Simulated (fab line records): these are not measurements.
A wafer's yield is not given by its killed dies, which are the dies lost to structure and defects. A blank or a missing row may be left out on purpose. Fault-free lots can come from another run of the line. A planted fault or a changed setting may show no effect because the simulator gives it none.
A struck lot beside a sound one || flow berkeley_cmos170 || 45 steps out of a route of 331
Sound: the wafers L624.1, L624.3, L624.5. Struck: wafers L632.4, L632.5, L632.6. The cause is given at the end.
Order at every step that has rows: each side's tool, ch and its chambers, its first start. Under that, the readings that differ: sound wafers || struck wafers || difference of the means || sigmas: that difference in standard deviations of wafers without a fault.
alike: words and numbers the same on both sides, and readings whose means are apart by under 2 such deviations; not compared: readings that were withheld, readings missing a value for some wafer, numbers with overlapping values and no deviation given by the record, and bounds like >300 which may hide the same value.
Wherever a step has rows on one side only, a row that says differs or no value, or a row with sigmas, the two part there. Numbers that don't overlap but have no deviation are shown without sigmas and don't part them. A reading that every wafer of one side lacks parts them only if that side has two wafers or more.

first, 1 step without rows for these wafers: UCB170_GATE_ETCH_15 (etches poly-Si in HBr/Cl2, stops on SiO2, time 56.3 s, target depth 278.2 nm).
UCB170_GATE_STRIP_16: strips in O2.
  sound on plasma_asher-02 ch 0, day 7 06:40; struck on plasma_asher-04 ch 0,1, day 8 17:18
  alike: chamber_pressure_mTorr, drypump_motor_current_A, oes_product_au
  not compared: rf_hours_counter_h
UCB170_GATE_CD_MEAS_90 targets a cd of 350 nm.
  sound on cd_sem-01, day 7 06:46; struck on cd_sem-02, day 8 17:29
  alike: cd_nm
then, 7 steps without rows for these wafers: UCB170_GATE_CLEAN_17 (cleans in SPM, time 600 s); UCB170_PLDD_HMDS_00 (prime time 60 s); UCB170_PLDD_COAT_01 (resist thk 900 nm); UCB170_PLDD_SOFTBAKE_02 (time 60 s); UCB170_PLDD_EXPOSE_03 (exposes mask PSELECT, target cd 1200 nm); UCB170_PLDD_PEB_04; UCB170_PLDD_DEVELOP_05 (develop time 45 s).
UCB170_PLDD_CD_MEAS_06 targets a cd of 1200 nm.
  sound on cd_sem-02, day 7 08:19; struck on cd_sem-01, day 8 18:53
  alike: cd_nm
UCB170_PLDD_OVL_MEAS_07:
  sound on overlay-01, day 7 08:26; struck on overlay-01, day 8 18:58
  alike: PLDD_OVL
UCB170_PLDD_IMPLANT_08:
  sound on implanter-01 ch 0, day 7 08:28; struck on implanter-01 ch 0, day 8 19:03
{"reading": "dose_ions_cm2", "sound": "5.01e+13 5.005e+13 5e+13", "struck": "5.227e+13 5.227e+13 5.225e+13", "difference": "+2.213e+12", "sigmas": "+46"}
then, 1 step without rows for these wafers: UCB170_PLDD_IMPLANT_09.
UCB170_PLDD_STRIP_10: strips in O2.
  sound on plasma_asher-01 ch 0,1, day 7 08:46; struck on plasma_asher-01 ch 0,1, day 8 19:19
  alike: chamber_pressure_mTorr, drypump_motor_current_A, oes_product_au, strip_time_to_endpoint_s
  not compared: rf_hours_counter_h
UCB170_PLDD_TW_MEAS_11:
  sound on film_metro-02, day 7 08:52; struck on film_metro-04, day 8 19:25
  alike: PLDD_TW
then, 7 steps without rows for these wafers: UCB170_PLDD_CLEAN_12 (cleans in SPM, time 600 s); UCB170_NLDD_HMDS_00 (prime time 60 s); UCB170_NLDD_COAT_01 (resist thk 900 nm); UCB170_NLDD_SOFTBAKE_02 (time 60 s); UCB170_NLDD_EXPOSE_03 (exposes mask NSELECT, target cd 1200 nm); UCB170_NLDD_PEB_04; UCB170_NLDD_DEVELOP_05 (develop time 45 s).
UCB170_NLDD_CD_MEAS_06 targets a cd of 1200 nm.
  sound on cd_sem-02, day 7 10:17; struck on cd_sem-02, day 8 20:37
  alike: cd_nm
UCB170_NLDD_OVL_MEAS_07:
  sound on overlay-02, day 7 10:25; struck on overlay-01, day 8 20:41
  alike: NLDD_OVL
then, 2 steps without rows for these wafers: UCB170_NLDD_IMPLANT_08; UCB170_NLDD_IMPLANT_09.
UCB170_NLDD_STRIP_10: strips in O2.
  sound on plasma_asher-04 ch 0,1, day 7 10:44; struck on plasma_asher-02 ch 0,1, day 8 21:02
  alike: chamber_pressure_mTorr, drypump_motor_current_A, oes_product_au, strip_time_to_endpoint_s
  not compared: rf_hours_counter_h
UCB170_NLDD_TW_MEAS_11:
  sound on film_metro-02, day 7 10:56; struck on film_metro-02, day 8 21:08
  alike: NLDD_TW
then, 1 step without rows for these wafers: UCB170_NLDD_CLEAN_12 (cleans in SPM, time 600 s).
UCB170_SPACER_CVD_00: deposits SiO2 from TEOS/O2, target thk 376 nm, time 47 s.
  sound on pecvd-01 ch 1,2, day 7 11:22; struck on pecvd-02 ch 0,1,2, day 8 21:29
  alike: heater_power_w, rf_fwd_power_W
UCB170_SPACER_THK_MEAS_01:
  sound on film_metro-02, day 7 11:24; struck on film_metro-01, day 8 21:32
  alike: SPACER_TEOS_THK
then, 1 step without rows for these wafers: UCB170_SPACER_ANNEAL_02 (time 1800 s).
UCB170_SPACER_ETCHBACK_03: etches SiO2 in CHF3/CF4/Ar, stops on Si, target depth 376 nm, time 100 s.
  sound on rie_diel-03 ch 1,3, day 7 17:53; struck on rie_diel-01 ch 0,1,2, day 9 01:40
  alike: CHF3_flow_sccm, chamber_pressure_mTorr, drypump_motor_current_A, oes_product_au, rf_fwd_power_W, throttle_valve_pct
  not compared: rf_hours_counter_h
then, 6 steps without rows for these wafers: UCB170_PSD_HMDS_00 (prime time 60 s); UCB170_PSD_COAT_01 (resist thk 900 nm); UCB170_PSD_SOFTBAKE_02 (time 60 s); UCB170_PSD_EXPOSE_03 (exposes mask PSELECT MOD, target cd 1200 nm); UCB170_PSD_PEB_04; UCB170_PSD_DEVELOP_05 (develop time 45 s).
UCB170_PSD_CD_MEAS_06 targets a cd of 1200 nm.
  sound on cd_sem-02, day 7 20:13; struck on cd_sem-01, day 9 03:23
{"reading": "cd_nm (nm)", "sound": "1202.6 1202.3 1202.6", "struck": "1197.3 1196.8 1198.5", "difference": -5.0, "sigmas": -3}
UCB170_PSD_OVL_MEAS_07:
  sound on overlay-02, day 7 20:20; struck on overlay-02, day 9 03:28
  alike: PSD_OVL
UCB170_SDANNEAL_RS_MEAS_04: measurement is done with a four-point probe.
  sound on film_metro-02, day 8 03:37; struck on film_metro-02, day 9 11:41
{"reading": "PLDD_RS (ohm/sq)", "sound": "1031.5 1030.0 1028.8", "struck": "1007.6 1010.4 1008.9", "difference": -21.1, "sigmas": -8}
  not compared: hold
UCB170_SDANNEAL_RS_MEAS_05: measurement is done with a four-point probe.
  sound on film_metro-02, day 8 03:44; struck on film_metro-02, day 9 16:47
{"reading": "hold", "sound": "- - -", "struck": "await_dispo/5.0h/release await_dispo/5.0h/release await_dispo/5.0h/release", "difference": "no value on the sound wafers", "sigmas": ""}
  alike: NLDD_RS
UCB170_M3_PROBE_99:
  only the struck wafers here have rows in the record (prober-01, day 10 14:39); the sound ones have none

WHERE THEY PART
At UCB170_PLDD_IMPLANT_08 first; at UCB170_M3_PROBE_99 last (within this record only).

WHY: whatever the simulator had introduced
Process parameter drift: implanter-01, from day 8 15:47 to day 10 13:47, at UCB170_PLDD_IMPLANT_08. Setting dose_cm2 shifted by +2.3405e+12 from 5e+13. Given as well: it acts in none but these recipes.
